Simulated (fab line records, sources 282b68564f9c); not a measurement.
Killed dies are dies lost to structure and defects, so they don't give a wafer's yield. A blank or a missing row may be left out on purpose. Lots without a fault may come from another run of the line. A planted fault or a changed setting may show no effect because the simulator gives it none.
fab line records | flow rit_cmos
record lots=7 wafers=21 last_day=7
route steps=202 shown NRETRO@60 PRETRO@64 GATE@75 FOX2@80 REOX@98 M1@202
lots that met no fault: from a run of the same line without faults
start_h: hours from the record's first day to the start of the lot's first wafer shown | wait_h: hours since the lot's step before | " the same as in the row above | L1.1+2: a row that stands for several wafers | - no value, or no start given | * or withheld: withheld | < > ~ a bound
route shown NAME@n: a module of which the file shows steps, and the number in the route of the first | usual: mean/standard deviation of fault-free wafers | same: alike in all rows | chamber/n: place in a boat | sites: the reading at each site | _std_site: their standard deviation | _edge_site: outer sites' mean less inner sites' | radius_mm: how far each site lies from the wafer's centre | mask NAME#n: copy n | behind: the tool/chamber that last shaped the wafer | hold: why the lot was held/for how many hours/how that ended | device: the transistor (n, p or np) that didn't switch | end of line: the same wafers' tests at the end of the route | a step without rows: its recipe alone | killed: dies lost to structure and defects at the first sort, not the wafer's yield | map: a wafer's dies, x killed, . not, _ none there
set.NAME: the setting as run; set.NAME@STEP: as run at that earlier step | model.NAME: the simulator's own value behind a step, which no gauge read
lots at some steps of the route; a table a step, a row a wafer
services: from which hour (start_h, from the record's first day; less than 0 if before it) a tool's chamber was out of use, for how many hours, and why
## steps
# step RIT_NRETRO_HARDBAKE_07
# recipe resist=NOVOLAK temp_c=140 time_s=120
# step RIT_NRETRO_IMPLANT_08
# recipe species=P energy_kev=70 dose_cm2=1e+13 tilt_deg=7
# step RIT_NRETRO_STRIP_09
# recipe chemistry=O2 time_s=180 resist=NOVOLAK platen_temp_c=withheld power_w=500 pressure_mtorr=4000 o2_flow_sccm=4000
# usual drypump_motor_current_A=5.90/0.29
# columns lot.wafer tool chamber start_h wait_h drypump_motor_current_A rf_hours_counter_h
L554.2 plasma_asher-04 0 39.47 0.1 6.24 25
L554.3 " 1 " " 5.63 -
L554.6 " 0 " " 6.24 -
L557.1 plasma_asher-04 0 55.53 0.1 6.32 26
L557.4 " 1 " " 5.62 -
L557.5 " 0 " " 6.32 -
L565.4 plasma_asher-01 0 96.26 0.1 5.59 -
L565.5 " 1 " " 6.06 -
L565.6 " 0 " " 5.55 -
L567.4 plasma_asher-04 0 102.15 0.1 6.31 -
L567.5 " 0 " " 6.33 -
L567.6 " 1 " " 5.60 -
L568.2 plasma_asher-01 1 107.94 0.1 6.06 43
L568.5 " 0 " " 5.56 -
L568.6 " 1 " " 6.05 -
L570.1 plasma_asher-04 0 118.64 0.1 6.31 33
L570.2 " 1 " " 5.57 33
L570.4 " 0 " " 6.34 -
L576.3 plasma_asher-01 0 145.43 0.1 5.58 -
L576.5 " 1 " " 6.08 -
L576.6 " 0 " " 5.58 -
# step RIT_NRETRO_TW_MEAS_10
# usual NRETRO_TW=1054/7.2
# columns lot.wafer tool chamber start_h wait_h NRETRO_TW
L554.2 film_metro-03 - 39.66 0.1 1064
L554.3 " - " " 1055
L554.6 " - " " 1056
L557.1 film_metro-01 - 55.70 0.1 1054
L557.4 " - " " 1048
L557.5 " - " " 1051
L565.4 film_metro-02 - 96.41 0.1 1047
L565.5 " - " " 1053
L565.6 " - " " 1046
L567.4 film_metro-02 - 102.30 0.1 1045
L567.5 " - " " 1051
L567.6 " - " " 1042
L568.2 film_metro-03 - 108.13 0.1 1068
L568.5 " - " " 1065
L568.6 " - " " 1065
L570.1 film_metro-01 - 118.82 0.1 1059
L570.2 " - " " 1049
L570.4 " - " " 1052
L576.3 film_metro-03 - 145.57 0.1 1061
L576.5 " - " " 1053
L576.6 " - " " 1061
# step RIT_PRETRO_HMDS_00
# recipe prime_time_s=60 prime_temp_c=140
# step RIT_PRETRO_COAT_01
# recipe resist=NOVOLAK spin_rpm=2000 resist_thk_nm=1300
# step RIT_PRETRO_SOFTBAKE_02
# recipe resist=NOVOLAK temp_c=90 time_s=60
# step RIT_PRETRO_EXPOSE_03
# recipe mask_id=M5 na=0.57 target_cd_nm=43700 dose_mj=250
# step RIT_PRETRO_PEB_04
# recipe resist=NOVOLAK temp_c=withheld time_s=withheld
# step RIT_PRETRO_DEVELOP_05
# recipe resist=NOVOLAK develop_time_s=68 dev_temp_c=23
# step RIT_PRETRO_OVL_MEAS_06
# usual PRETRO_OVL=-0.6/1.2
# columns lot.wafer tool chamber start_h wait_h PRETRO_OVL[nm]
L554.2 overlay-02 - 40.59 - -1.4
L554.3 " - " " 1.1
L554.6 " - " " -1.1
L557.1 overlay-02 - 56.91 - -1.9
L557.4 " - " " -0.1
L557.5 " - " " -1.3
L565.4 overlay-02 - 97.34 - -1.1
L565.5 " - " " 0.0
L565.6 " - " " 0.9
L567.4 overlay-02 - 103.43 - -0.3
L567.5 " - " " -1.5
L567.6 " - " " -1.8
L568.2 overlay-01 - 109.21 - -1.4
L568.5 " - " " -0.6
L568.6 " - " " -0.3
L570.1 overlay-02 - 119.76 - -0.6
L570.2 " - " " -0.4
L570.4 " - " " -1.7
L576.3 overlay-02 - 146.63 - -0.3
L576.5 " - " " 0.3
L576.6 " - " " -1.6
# step RIT_PRETRO_HARDBAKE_07
# recipe resist=NOVOLAK temp_c=140 time_s=120
# step RIT_PRETRO_IMPLANT_08
# recipe species=B energy_kev=45 dose_cm2=1.2e+13 tilt_deg=7
# usual tilt_deg=7.003/0.019
# columns lot.wafer tool chamber start_h wait_h tilt_deg
L554.2 implanter-01 0 40.90 0.2 7.016
L554.3 " 0 " " 6.989
L554.6 " 0 " " 6.997
L557.1 implanter-02 0 57.19 0.2 6.985
L557.4 " 0 " " 6.950
L557.5 " 0 " " 7.011
L565.4 implanter-02 0 97.80 0.2 7.002
L565.5 " 0 " " 7.023
L565.6 " 0 " " 6.999
L567.4 implanter-02 0 103.77 0.2 6.985
L567.5 " 0 " " 6.982
L567.6 " 0 " " 7.003
L568.2 implanter-02 0 109.52 0.2 7.012
L568.5 " 0 " " 7.020
L568.6 " 0 " " 7.014
L570.1 implanter-03 0 120.05 0.2 7.020
L570.2 " 0 " " 7.018
L570.4 " 0 " " 7.028
L576.3 implanter-03 0 146.95 0.2 7.035
L576.5 " 0 " " 7.033
L576.6 " 0 " " 7.030
# step RIT_PRETRO_STRIP_09
# recipe chemistry=O2 time_s=180 resist=NOVOLAK platen_temp_c=withheld power_w=500 pressure_mtorr=4000 o2_flow_sccm=4000
# usual drypump_motor_current_A=5.98/0.29
# columns lot.wafer tool chamber start_h wait_h drypump_motor_current_A rf_hours_counter_h
L554.2 plasma_asher-04 1 41.02 0.1 5.62 25
L554.3 " 0 " " 6.27 -
L554.6 " 0 " " 6.29 -
L557.1 plasma_asher-04 1 57.34 0.1 5.61 26
L557.4 " 1 " " 5.59 -
L557.5 " 1 " " 5.54 -
L565.4 plasma_asher-03 1 97.93 0.1 6.28 -
L565.5 " 1 " " 6.29 -
L565.6 " 0 " " 5.93 -
L567.4 plasma_asher-03 0 103.90 0.1 5.93 -
L567.5 " 1 " " 6.29 -
L567.6 " 0 " " 5.93 -
L568.2 plasma_asher-03 0 109.64 0.1 5.93 50
L568.5 " 0 " " 5.94 -
L568.6 " 1 " " 6.29 -
L570.1 plasma_asher-03 1 120.20 0.1 6.30 52
L570.2 " 0 " " 5.96 52
L570.4 " 0 " " 5.94 -
L576.3 plasma_asher-04 0 147.11 0.1 6.26 -
L576.5 " 0 " " 6.34 -
L576.6 " 1 " " 5.60 -
# step RIT_PRETRO_TW_MEAS_10
# usual PRETRO_TW=479/4.2
# columns lot.wafer tool chamber start_h wait_h PRETRO_TW
L554.2 film_metro-03 - 41.21 0.1 478
L554.3 " - " " 475
L554.6 " - " " 477
L557.1 film_metro-03 - 57.52 0.1 481
L557.4 " - " " 480
L557.5 " - " " 480
L565.4 film_metro-04 - 98.08 0.1 478
L565.5 " - " " 478
L565.6 " - " " 477
L567.4 film_metro-02 - 104.05 0.1 471
L567.5 " - " " 471
L567.6 " - " " 472
L568.2 film_metro-02 - 109.83 0.1 470
L568.5 " - " " 469
L568.6 " - " " 468
L570.1 film_metro-02 - 120.37 0.1 475
L570.2 " - " " 475
L570.4 " - " " 477
L576.3 film_metro-03 - 147.24 0.1 479
L576.5 " - " " 480
L576.6 " - " " 478
# step RIT_GATE_WET_ETCH_00
# recipe chemistry=BOE target=SiO2 target_depth_nm=56 time_s=60 dry=n2_spin dilution=10:1 temp_c=21.5
# step RIT_GATE_CLEAN_01
# recipe chemistry=SC1 mix=3:3:50 time_s=600 temp_c=75
# step RIT_GATE_CLEAN_02
# recipe chemistry=dHF dilution=50:1 time_s=30
# step RIT_GATE_CLEAN_03
# recipe chemistry=SC2 mix=3:3:50 time_s=600 temp_c=75 dry=n2_spin
# step RIT_GATE_CLEAN_04
# recipe chemistry=dHF dilution=50:1 time_s=60 dry=n2_spin
# step RIT_FOX2_THK_MEAS_91
# recipe reads=SiO2_of_FOX2_OXIDATION_00
# usual FIELD_OXIDE_LEFT_2_THK=254/6.6
# columns lot.wafer tool chamber start_h wait_h FIELD_OXIDE_LEFT_2_THK[nm]
L554.2 film_metro-02 - 41.90 0.0 251
L554.3 " - " " 249
L554.6 " - " " 242
L557.1 film_metro-04 - 58.20 0.0 260
L557.4 " - " " 260
L557.5 " - " " 261
L565.4 film_metro-04 - 98.65 0.0 258
L565.5 " - " " 259
L565.6 " - " " 258
L567.4 film_metro-02 - 104.75 0.0 252
L567.5 " - " " 248
L567.6 " - " " 247
L568.2 film_metro-01 - 110.50 0.0 254
L568.5 " - " " 253
L568.6 " - " " 249
L570.1 film_metro-02 - 120.93 0.0 262
L570.2 " - " " 255
L570.4 " - " " 260
L576.3 film_metro-02 - 147.78 0.0 241
L576.5 " - " " 245
L576.6 " - " " 237
# step RIT_GATE_OXIDATION_05
# recipe temp_c=900 ambient=O2 target_thk_a=30 ox_time_s=270
# step RIT_GATE_ANNEAL_06
# recipe temp_c=900 time_s=600 ambient=N2O
# step RIT_GATE_THK_MEAS_07
# recipe reads=SiO2_of_GATE_OXIDATION_05
# usual GATE_OXIDE_THK=3.00/0.053
# columns lot.wafer tool chamber start_h wait_h GATE_OXIDE_THK[nm]
L554.2 film_metro-01 - 44.60 0.0 2.98
L554.3 " - " " 3.02
L554.6 " - " " 2.92
L557.1 film_metro-02 - 62.51 0.0 3.02
L557.4 " - " " 2.94
L557.5 " - " " 2.94
L565.4 film_metro-04 - 100.17 0.0 2.93
L565.5 " - " " 3.02
L565.6 " - " " 2.95
L567.4 film_metro-04 - 109.69 0.0 2.98
L567.5 " - " " 2.99
L567.6 " - " " 2.98
L568.2 film_metro-04 - 111.89 0.0 3.01
L568.5 " - " " 2.98
L568.6 " - " " 3.05
L570.1 film_metro-04 - 124.41 0.0 2.95
L570.2 " - " " 3.00
L570.4 " - " " 3.06
L576.3 film_metro-04 - 149.27 0.0 2.99
L576.5 " - " " 3.04
L576.6 " - " " 3.06
# step RIT_GATE_CVD_08
# recipe material=poly-Si target_thk_nm=250 temp_c=610 precursor=SiH4 time_s=2220 pressure_mtorr=300 sih4_flow_sccm=100
# step RIT_GATE_THK_MEAS_09
# recipe reads=poly-Si_of_GATE_CVD_08
# usual GATE_POLY_THK=250.2/2.1
# columns lot.wafer tool chamber start_h wait_h GATE_POLY_THK[nm]
L554.2 film_metro-02 - 47.31 0.0 248.7
L554.3 " - " " 248.8
L554.6 " - " " 247.0
L557.1 film_metro-01 - 64.19 0.0 252.9
L557.4 " - " " 247.9
L557.5 " - " " 252.3
L565.4 film_metro-01 - 101.85 0.0 247.8
L565.5 " - " " 249.0
L565.6 " - " " 247.5
L567.4 film_metro-04 - 111.37 0.0 248.8
L567.5 " - " " 250.2
L567.6 " - " " 248.1
L568.2 film_metro-02 - 113.56 0.0 248.9
L568.5 " - " " 250.4
L568.6 " - " " 251.3
L570.1 film_metro-04 - 126.21 0.0 249.2
L570.2 " - " " 250.1
L570.4 " - " " 247.4
L576.3 film_metro-02 - 150.94 0.0 249.2
L576.5 " - " " 249.5
L576.6 " - " " 249.6
# step RIT_GATE_HMDS_10
# recipe prime_time_s=60 prime_temp_c=140
# step RIT_GATE_COAT_11
# recipe resist=NOVOLAK spin_rpm=4250 resist_thk_nm=850
# step RIT_GATE_SOFTBAKE_12
# recipe resist=NOVOLAK temp_c=90 time_s=60
# step RIT_GATE_EXPOSE_13
# recipe mask_id=M6 na=0.6 source_shape=conventional sigma_outer=0.6 target_cd_nm=150 dose_mj=380
# step RIT_GATE_PEB_14
# recipe resist=NOVOLAK temp_c=withheld time_s=withheld
# step RIT_GATE_DEVELOP_15
# recipe resist=NOVOLAK develop_time_s=50 dev_temp_c=23
# step RIT_GATE_CD_MEAS_16
# recipe target_cd_nm=150
# usual cd_nm=150/3.1
# columns lot.wafer tool chamber start_h wait_h cd_nm
L554.2 cd_sem-01 - 48.23 - 146
L554.3 " - " " 144
L554.6 " - " " 143
L557.1 cd_sem-01 - 65.10 - 156
L557.4 " - " " 155
L557.5 " - " " 154
L565.4 cd_sem-01 - 102.85 - 151
L565.5 " - " " 151
L565.6 " - " " 151
L567.4 cd_sem-01 - 112.43 - 152
L567.5 " - " " 152
L567.6 " - " " 151
L568.2 cd_sem-01 - 114.48 - 153
L568.5 " - " " 151
L568.6 " - " " 151
L570.1 cd_sem-02 - 127.19 - 148
L570.2 " - " " 149
L570.4 " - " " 149
L576.3 cd_sem-01 - 151.92 - 152
L576.5 " - " " 152
L576.6 " - " " 153
# step RIT_GATE_OVL_MEAS_17
# usual GATE_OVL=-0.9/1.1
# columns lot.wafer tool chamber start_h wait_h GATE_OVL[nm]
L554.2 overlay-02 - 48.34 0.1 -1.0
L554.3 " - " " -1.5
L554.6 " - " " 0.6
L557.1 overlay-01 - 65.22 0.1 0.3
L557.4 " - " " 0.7
L557.5 " - " " -0.6
L565.4 overlay-02 - 102.93 0.1 -0.7
L565.5 " - " " -2.8
L565.6 " - " " -1.1
L567.4 overlay-02 - 112.51 0.1 0.2
L567.5 " - " " -0.8
L567.6 " - " " -0.5
L568.2 overlay-02 - 114.59 0.1 -0.8
L568.5 " - " " 0.1
L568.6 " - " " -0.8
L570.1 overlay-01 - 127.31 0.1 -2.0
L570.2 " - " " -1.4
L570.4 " - " " -1.4
L576.3 overlay-02 - 152.01 0.1 -0.9
L576.5 " - " " -1.0
L576.6 " - " " -2.0
# step RIT_GATE_HARDBAKE_18
# recipe resist=NOVOLAK temp_c=140 time_s=60
# step RIT_GATE_ETCH_19
# recipe chemistry=SF6/CHF3/O2 time_s=165 SF6_flow_sccm=30 CHF3_flow_sccm=30 O2_flow_sccm=5 target=poly-Si pressure_mtorr=40 rf_w=160 target_depth_a=3125 over_etch_frac=0.25 stop_on=SiO2
# usual drypump_motor_current_A=5.9/0.47 oes_product_au=0.847/0.014 throttle_valve_pct=10.23/0.18
# columns lot.wafer tool chamber start_h wait_h drypump_motor_current_A oes_product_au rf_hours_counter_h throttle_valve_pct
L554.2 rie_si-01 1 48.52 0.1 5.4 0.855 165 10.39
L554.3 " 2 " " 6.4 0.830 8 10.38
L554.6 " 1 " " 5.4 0.853 - 10.39
L557.1 rie_si-02 2 65.40 0.1 5.1 0.851 69 10.34
L557.4 " 1 " " 6.5 0.833 2 10.11
L557.5 " 3 " " 6.4 0.879 - 10.08
L565.4 rie_si-02 0 103.10 0.1 5.7 0.847 61 10.50
L565.5 " 1 " " 6.4 0.830 - 10.12
L565.6 " 2 " " 5.2 0.835 - 10.36
L567.4 rie_si-02 3 112.68 0.1 6.4 0.874 3 10.07
L567.5 " 3 " " 6.4 0.864 - 10.06
L567.6 " 2 " " 5.2 0.838 - 10.34
L568.2 rie_si-01 1 114.90 0.1 5.5 0.847 0 10.39
L568.5 " 0 " " 5.6 0.839 - 10.02
L568.6 " 1 " " 5.4 0.863 - 10.38
L570.1 rie_si-01 1 127.50 0.1 5.4 0.839 0 10.40
L570.2 " 3 " " 6.2 0.833 0 10.02
L570.4 " 2 " " 6.3 0.821 9 10.38
L576.3 rie_si-01 0 152.42 0.1 5.5 0.832 72 10.02
L576.5 " 0 " " 5.5 0.839 - 10.02
L576.6 " 1 " " 5.4 0.852 - 10.40
# step RIT_GATE_STRIP_20
# recipe chemistry=O2 time_s=180 resist=NOVOLAK platen_temp_c=withheld power_w=500 pressure_mtorr=4000 o2_flow_sccm=4000
# usual drypump_motor_current_A=5.99/0.24
# columns lot.wafer tool chamber start_h wait_h drypump_motor_current_A rf_hours_counter_h
L554.2 plasma_asher-02 0 48.63 0.1 5.97 40
L554.3 " 0 " " 5.97 -
L554.6 " 0 " " 5.96 -
L557.1 plasma_asher-03 0 65.51 0.1 5.92 45
L557.4 " 0 " " 5.94 -
L557.5 " 1 " " 6.29 -
L565.4 plasma_asher-04 1 103.26 0.1 5.60 -
L565.5 " 0 " " 6.27 -
L565.6 " 1 " " 5.59 -
L567.4 plasma_asher-02 0 112.85 0.1 5.97 -
L567.5 " 1 " " 5.82 -
L567.6 " 0 " " 5.96 -
L568.2 plasma_asher-04 0 115.00 0.1 6.33 32
L568.5 " 0 " " 6.30 -
L568.6 " 1 " " 5.59 -
L570.1 plasma_asher-04 1 127.61 0.1 5.58 34
L570.2 " 0 " " 6.30 34
L570.4 " 1 " " 5.60 -
L576.3 plasma_asher-02 0 152.59 0.1 5.94 -
L576.5 " 0 " " 5.95 -
L576.6 " 1 " " 5.86 -
# step RIT_GATE_CD_MEAS_90
# recipe target_cd_nm=150
# usual cd_nm=150/3.1
# columns lot.wafer tool chamber start_h wait_h cd_nm
L554.2 cd_sem-01 - 48.82 0.1 146
L554.3 " - " " 144
L554.6 " - " " 143
L557.1 cd_sem-02 - 65.69 0.1 157
L557.4 " - " " 155
L557.5 " - " " 153
L565.4 cd_sem-02 - 103.44 0.1 151
L565.5 " - " " 151
L565.6 " - " " 151
L567.4 cd_sem-02 - 113.02 0.1 152
L567.5 " - " " 152
L567.6 " - " " 151
L568.2 cd_sem-01 - 115.20 0.1 153
L568.5 " - " " 151
L568.6 " - " " 151
L570.1 cd_sem-01 - 127.78 0.1 147
L570.2 " - " " 149
L570.4 " - " " 148
L576.3 cd_sem-02 - 152.75 0.1 151
L576.5 " - " " 152
L576.6 " - " " 153
# step RIT_REOX_CLEAN_00
# recipe chemistry=SC1 mix=3:3:50 time_s=600 temp_c=75
# step RIT_REOX_CLEAN_01
# recipe chemistry=dHF dilution=50:1 time_s=30
# step RIT_REOX_CLEAN_02
# recipe chemistry=SC2 mix=3:3:50 time_s=600 temp_c=75 dry=n2_spin
# step RIT_REOX_OXIDATION_03
# recipe temp_c=900 ambient=O2 target_thk_a=252 ox_time_s=5580
# step RIT_M1_PROBE_99
# usual killed_at_contacts=0.1/0.31 killed_at_front_end=7/3 killed_dies=7/3 killed_open=3.2/1.9 killed_short=3.6/2.2
# same gross_dies=264 killed_at_M0_to_M3=0 killed_at_M4_up=0 killed_at_back_side=0 killed_at_other=0
# columns lot.wafer tool chamber start_h wait_h killed_at_contacts killed_at_front_end killed_dies killed_open killed_short model.etest.nmos_0p15.drive_ua_um_range model.etest.nmos_0p15.vt_v_range
L554.2 prober-01 - 72.38 0.1 0 5 5 2 2 14.06 0.01122
L554.3 prober-01 - 72.43 0.2 0 6 6 5 0 10.72 0.01318
L554.6 prober-01 - 72.58 0.2 0 9 9 3 5 11.05 0.01202
L557.1 prober-02 - 85.66 0.1 0 5 5 3 2 13.9 0.01397
L557.4 prober-02 - 85.81 0.2 0 7 7 4 3 12.96 0.009403
L557.5 prober-02 - 85.86 0.2 0 7 7 2 5 5.935 0.01504
L565.4 prober-02 - 124.14 0.2 1 13 14 5 9 48.58 0.0586
L565.5 prober-02 - 124.19 0.2 0 6 6 5 1 38.85 0.05969
L565.6 prober-02 - 124.24 0.2 0 5 5 3 2 39.75 0.06184
L567.4 prober-02 - 133.94 0.2 0 8 8 2 6 48.6 0.05661
L567.5 prober-02 - 133.99 0.2 0 5 5 1 4 29.61 0.05789
L567.6 prober-02 - 134.04 0.2 1 7 8 3 5 42.3 0.05571
L568.2 prober-01 - 135.89 0.1 0 5 5 1 4 44.65 0.05812
L568.5 prober-01 - 136.04 0.2 0 6 6 2 4 36.19 0.05761
L568.6 prober-01 - 136.09 0.2 0 4 4 2 2 34.06 0.05946
L570.1 prober-01 - 147.92 0.1 0 10 10 7 3 13.15 0.007196
L570.2 prober-01 - 147.97 0.1 1 6 7 5 2 10.89 0.01106
L570.4 prober-01 - 148.07 0.2 0 10 10 6 4 13.31 0.009807
L576.3 prober-01 - 174.32 0.2 0 8 8 3 5 8.335 0.008977
L576.5 prober-01 - 174.42 0.2 0 11 11 6 5 12.49 0.00737
L576.6 prober-01 - 174.47 0.2 0 7 7 2 5 14.2 0.01156
# killed by level:class
L554.2 FOX1:geometric_particle:open=1 GATE:geometric_particle:open=1 GATE:geometric_particle:short=1 SILICIDE:geometric_particle:short=1 PSD:coat_microbubble_printed=1
L554.3 SPACER:geometric_particle:open=2 FOX1:geometric_particle:open=1 GATE:geometric_particle:open=1 SILICIDE:geometric_particle:open=1 PSD:coat_microbubble_printed=1
L554.6 SPACER:geometric_particle:open=2 SILICIDE:geometric_particle:short=2 FOX1:geometric_particle:open=1 FOX1:geometric_particle:short=1 GATE:geometric_particle:short=1 SPACER:geometric_particle:short=1 PSD:coat_microbubble_printed=1
L557.1 FOX2:geometric_particle:short=2 FOX1:geometric_particle:open=1 GATE:geometric_particle:open=1 SILICIDE:geometric_particle:open=1
L557.4 SPACER:geometric_particle:open=2 ACTIVE:geometric_particle:open=1 FOX1:geometric_particle:short=1 GATE:geometric_particle:short=1 SPACER:geometric_particle:short=1 SILICIDE:geometric_particle:open=1
L557.5 SPACER:geometric_particle:short=3 GATE:geometric_particle:open=2 GATE:geometric_particle:short=2
L565.4 FOX2:geometric_particle:short=4 FOX1:geometric_particle:short=3 GATE:geometric_particle:short=2 FOX1:geometric_particle:open=1 FOX2:geometric_particle:open=1 GATE:geometric_particle:open=1 SILICIDE:geometric_particle:open=1 CONTACT:geometric_particle:open=1
L565.5 FOX1:geometric_particle:open=3 GATE:geometric_particle:open=1 REOX:geometric_particle:short=1 SPACER:geometric_particle:open=1
L565.6 GATE:geometric_particle:short=2 FOX2:geometric_particle:open=1 GATE:geometric_particle:open=1 REOX:geometric_particle:open=1
L567.4 GATE:geometric_particle:short=4 FOX1:geometric_particle:short=1 FOX2:geometric_particle:open=1 REOX:geometric_particle:short=1 REOX:geometric_particle:open=1
L567.5 FOX1:geometric_particle:short=3 GATE:geometric_particle:open=1 SILICIDE:geometric_particle:short=1
L567.6 FOX2:geometric_particle:short=2 SILICIDE:geometric_particle:open=2 GATE:geometric_particle:short=1 REOX:geometric_particle:short=1 SPACER:geometric_particle:open=1 CONTACT:geometric_particle:short=1
L568.2 FOX1:geometric_particle:short=2 FOX1:geometric_particle:open=1 GATE:geometric_particle:short=1 REOX:geometric_particle:short=1
L568.5 GATE:geometric_particle:open=2 REOX:geometric_particle:short=2 FOX1:geometric_particle:short=1 SILICIDE:geometric_particle:short=1
L568.6 FOX2:geometric_particle:short=1 GATE:geometric_particle:open=1 GATE:geometric_particle:short=1 SILICIDE:geometric_particle:open=1
L570.1 GATE:geometric_particle:open=5 GATE:geometric_particle:short=3 FOX1:geometric_particle:open=2
L570.2 FOX1:geometric_particle:open=2 GATE:geometric_particle:open=2 GATE:geometric_particle:short=1 SILICIDE:geometric_particle:short=1 CONTACT:geometric_particle:open=1
L570.4 FOX1:geometric_particle:open=3 SILICIDE:geometric_particle:open=3 GATE:geometric_particle:short=2 FOX1:geometric_particle:short=1 REOX:geometric_particle:short=1
L576.3 GATE:geometric_particle:short=2 FOX1:geometric_particle:open=1 FOX2:geometric_particle:open=1 FOX2:geometric_particle:short=1 GATE:geometric_particle:open=1 REOX:geometric_particle:short=1 SPACER:geometric_particle:short=1
L576.5 FOX1:geometric_particle:open=4 FOX1:geometric_particle:short=2 GATE:geometric_particle:short=1 GATE:geometric_particle:open=1 REOX:geometric_particle:short=1 SPACER:geometric_particle:short=1 SILICIDE:geometric_particle:open=1
L576.6 REOX:geometric_particle:short=2 ACTIVE:geometric_particle:open=1 FOX1:geometric_particle:short=1 GATE:geometric_particle:short=1 REOX:geometric_particle:open=1 SPACER:geometric_particle:short=1
## services
# columns tool chamber start_h hours kind
rie_si-01 1 58.29 1.0 repair
rie_si-01 1 59.25 - clean
rie_si-01 1 59.25 34.7 scheduled_down
rie_si-01 1 59.25 34.7 vent_cycle
implanter-02 - 59.25 0.6 repair
implanter-02 - 65.39 2.6 repair
implanter-02 - 69.90 3.0 pm
plasma_asher-04 - 84.26 1.3 repair
implanter-02 - 87.89 6.9 repair
plasma_asher-04 - 103.48 2.8 pm
rie_si-01 3 107.16 - clean
rie_si-01 3 107.16 18.8 scheduled_down
rie_si-01 3 107.16 18.8 vent_cycle
plasma_asher-01 - 108.75 9.0 pm
plasma_asher-01 0 108.75 9.0 vent_cycle
plasma_asher-01 1 108.75 9.0 vent_cycle
implanter-02 - 116.86 3.8 pm
plasma_asher-01 0 117.75 - clean
plasma_asher-01 1 117.75 - clean
implanter-03 - 118.92 0.6 repair
plasma_asher-03 - 147.35 23.8 pm
## key
first_sign step=RIT_PRETRO_TW_MEAS_10 reading=PRETRO_TW direction=down sigmas=1.6 usual=479 struck=472
effect none on later readings
model_effect step=RIT_M1_PROBE_99 value=etest.nmos_0p15.drive_ua_um_range without=12.9 struck=40.29
met_at RIT_PRETRO_IMPLANT_08
struck_wafers L565.4,L565.5,L565.6,L567.4,L567.5,L567.6,L568.2,L568.5,L568.6
tester_left_out L565,L567,L568
onset_between 57.19 97.80
fault kind=process_parameter_drift tool=implanter-02 chamber=- onset_h=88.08 steps=RIT_PRETRO_IMPLANT_08 channel=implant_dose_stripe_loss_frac offset=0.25 shape=step end_h=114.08
# tester_left_out: of these lots the tester's yield and bins aren't shown, on N5 and GAA mostly nor the transistor test; their killed dies are dies lost to structure and defects alone, not to doping, threshold or leakage, so they don't give the yield
